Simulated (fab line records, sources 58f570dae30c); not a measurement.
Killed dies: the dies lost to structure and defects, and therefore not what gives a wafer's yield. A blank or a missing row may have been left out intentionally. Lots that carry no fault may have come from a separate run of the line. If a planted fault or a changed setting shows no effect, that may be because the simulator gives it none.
Split-lot study :: flow berkeley-cmos170 :: 23 wafers read across 5 lots, on a route 331 steps long

## THE SPLIT ITSELF
At UCB170_PSD_PEB_04, the setting peb-temp-c was moved away from the recipe's 130 C on 8 of the 23 wafers read, by -2.0% to +1.5%. All remaining wafers had this setting at the recipe value.

## FROM SPLIT TO READING: 1 step shown by the file between the two
- UCB170_PSD_DEVELOP_05: develop time 45 s

## THE READING
cd-nm, in nm, at UCB170_PSD_CD_MEAS_06 (target cd 1200 nm). Fault-free wafers of this fab line usually give 1199.5 nm, standard deviation 2.1 nm.

wafer: L074.1
tool, chamber at the split: litho-track-03, 0
peb-temp-c as run, C: 130
against the recipe: recipe
cd-nm, nm: 1202.1
against lot-mates on the recipe: -

wafer: L074.2
tool, chamber at the split: litho-track-03, 0
peb-temp-c as run, C: 130
against the recipe: recipe
cd-nm, nm: 1201.9
against lot-mates on the recipe: -

wafer: L074.3
tool, chamber at the split: litho-track-03, 0
peb-temp-c as run, C: 130
against the recipe: recipe
cd-nm, nm: 1201.7
against lot-mates on the recipe: -

wafer: L074.4
tool, chamber at the split: litho-track-03, 0
peb-temp-c as run, C: 130
against the recipe: recipe
cd-nm, nm: 1201.5
against lot-mates on the recipe: -

wafer: L074.6
tool, chamber at the split: litho-track-03, 0
peb-temp-c as run, C: 130
against the recipe: recipe
cd-nm, nm: 1202.1
against lot-mates on the recipe: -

wafer: L076.1
tool, chamber at the split: litho-track-04, 0
peb-temp-c as run, C: 130
against the recipe: recipe
cd-nm, nm: 1198.7
against lot-mates on the recipe: -

wafer: L076.3
tool, chamber at the split: litho-track-04, 0
peb-temp-c as run, C: 127.4
against the recipe: -2.0%
cd-nm, nm: 1178.9
against lot-mates on the recipe: -19.8

wafer: L076.4
tool, chamber at the split: litho-track-04, 0
peb-temp-c as run, C: 130
against the recipe: recipe
cd-nm, nm: 1198.9
against lot-mates on the recipe: -

wafer: L076.5
tool, chamber at the split: litho-track-04, 0
peb-temp-c as run, C: 127.4
against the recipe: -2.0%
cd-nm, nm: 1179.4
against lot-mates on the recipe: -19.3

wafer: L076.6
tool, chamber at the split: litho-track-04, 0
peb-temp-c as run, C: 130
against the recipe: recipe
cd-nm, nm: 1198.5
against lot-mates on the recipe: -

wafer: L079.1
tool, chamber at the split: litho-track-04, 0
peb-temp-c as run, C: 130
against the recipe: recipe
cd-nm, nm: 1198.7
against lot-mates on the recipe: -

wafer: L079.2
tool, chamber at the split: litho-track-04, 0
peb-temp-c as run, C: 127.4
against the recipe: -2.0%
cd-nm, nm: 1178.9
against lot-mates on the recipe: -20.2

wafer: L079.3
tool, chamber at the split: litho-track-04, 0
peb-temp-c as run, C: 127.4
against the recipe: -2.0%
cd-nm, nm: 1180.0
against lot-mates on the recipe: -19.2

wafer: L079.4
tool, chamber at the split: litho-track-04, 0
peb-temp-c as run, C: 127.4
against the recipe: -2.0%
cd-nm, nm: 1179.4
against lot-mates on the recipe: -19.8

wafer: L079.6
tool, chamber at the split: litho-track-04, 0
peb-temp-c as run, C: 130
against the recipe: recipe
cd-nm, nm: 1199.6
against lot-mates on the recipe: -

wafer: L081.1
tool, chamber at the split: litho-track-01, 0
peb-temp-c as run, C: 130
against the recipe: recipe
cd-nm, nm: 1197.8
against lot-mates on the recipe: -

wafer: L081.3
tool, chamber at the split: litho-track-01, 0
peb-temp-c as run, C: 130
against the recipe: recipe
cd-nm, nm: 1198.9
against lot-mates on the recipe: -

wafer: L081.4
tool, chamber at the split: litho-track-01, 0
peb-temp-c as run, C: 131.9
against the recipe: +1.5%
cd-nm, nm: 1210.5
against lot-mates on the recipe: +12.2

wafer: L081.5
tool, chamber at the split: litho-track-01, 0
peb-temp-c as run, C: 131.9
against the recipe: +1.5%
cd-nm, nm: 1209.5
against lot-mates on the recipe: +11.2

wafer: L081.6
tool, chamber at the split: litho-track-01, 0
peb-temp-c as run, C: 131.9
against the recipe: +1.5%
cd-nm, nm: 1209.7
against lot-mates on the recipe: +11.4

wafer: L083.1
tool, chamber at the split: litho-track-03, 0
peb-temp-c as run, C: 130
against the recipe: recipe
cd-nm, nm: 1201.2
against lot-mates on the recipe: -

wafer: L083.2
tool, chamber at the split: litho-track-03, 0
peb-temp-c as run, C: 130
against the recipe: recipe
cd-nm, nm: 1202.3
against lot-mates on the recipe: -

wafer: L083.3
tool, chamber at the split: litho-track-03, 0
peb-temp-c as run, C: 130
against the recipe: recipe
cd-nm, nm: 1200.6
against lot-mates on the recipe: -

FIT RESULTS
A straight line over all 23 wafers: cd-nm changes by +9.32 nm for each +1% of peb-temp-c; r = +0.98; the points scatter about the line by 2.1 nm.
The same after taking each lot's own level away (the mean of its wafers on the recipe; 23 wafers): +9.25 nm for each +1%; r = +1.00; scatter 0.89 nm.
That fit puts the effect of the largest move of peb-temp-c on the reading at 19 nm.
Across the lots, their own levels run from 1198.35 to 1201.86 nm, a range of 1.7 times the standard deviation given above.
So the lot-to-lot level changes the slope little: the two slopes agree.
Check: with one of the wafers moved furthest among these (-2.0%) left out of the fit, the line predicts -18.8 nm for it against its lot-mates. Against them it came out at -19.8 nm.

## OTHER SPLITS APPLIED TO THESE WAFERS
These wafers also went through other splits before the reading. Each is held against what the fit with the lots' levels taken away leaves over:
other split on the same wafers: UCB170_START_OXIDATION_02 ox-time-s
wafers away from the commonest value: 18
r with cd-nm (lot level and that fit taken away): -0.11

other split on the same wafers: UCB170_NWELL_OXIDATION_01 temp-c
wafers away from the commonest value: 15
r with cd-nm (lot level and that fit taken away): -0.37

other split on the same wafers: UCB170_PWELL_CVD_05 temp-c
wafers away from the commonest value: 15
r with cd-nm (lot level and that fit taken away): +0.04

other split on the same wafers: UCB170_PWELL_IMPLANT_15 energy-kev
wafers away from the commonest value: 7
r with cd-nm (lot level and that fit taken away): +0.35

other split on the same wafers: UCB170_ACTIVE_OXIDATION_02 temp-c
wafers away from the commonest value: 10
r with cd-nm (lot level and that fit taken away): -0.26

other split on the same wafers: UCB170_PFIELD_COAT_01 spin-rpm
wafers away from the commonest value: 7
r with cd-nm (lot level and that fit taken away): -0.15

other split on the same wafers: UCB170_PLDD_COAT_01 resist-thk-nm
wafers away from the commonest value: 5
r with cd-nm (lot level and that fit taken away): +0.05

other split on the same wafers: UCB170_PLDD_IMPLANT_08 energy-kev
wafers away from the commonest value: 5
r with cd-nm (lot level and that fit taken away): +0.23

other split on the same wafers: UCB170_NLDD_IMPLANT_09 dose-cm2
wafers away from the commonest value: 9
r with cd-nm (lot level and that fit taken away): -0.25

## THE FILE'S OWN FIT
cd-nm changes by +9.42 nm for each +1% of peb-temp-c, r = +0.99.
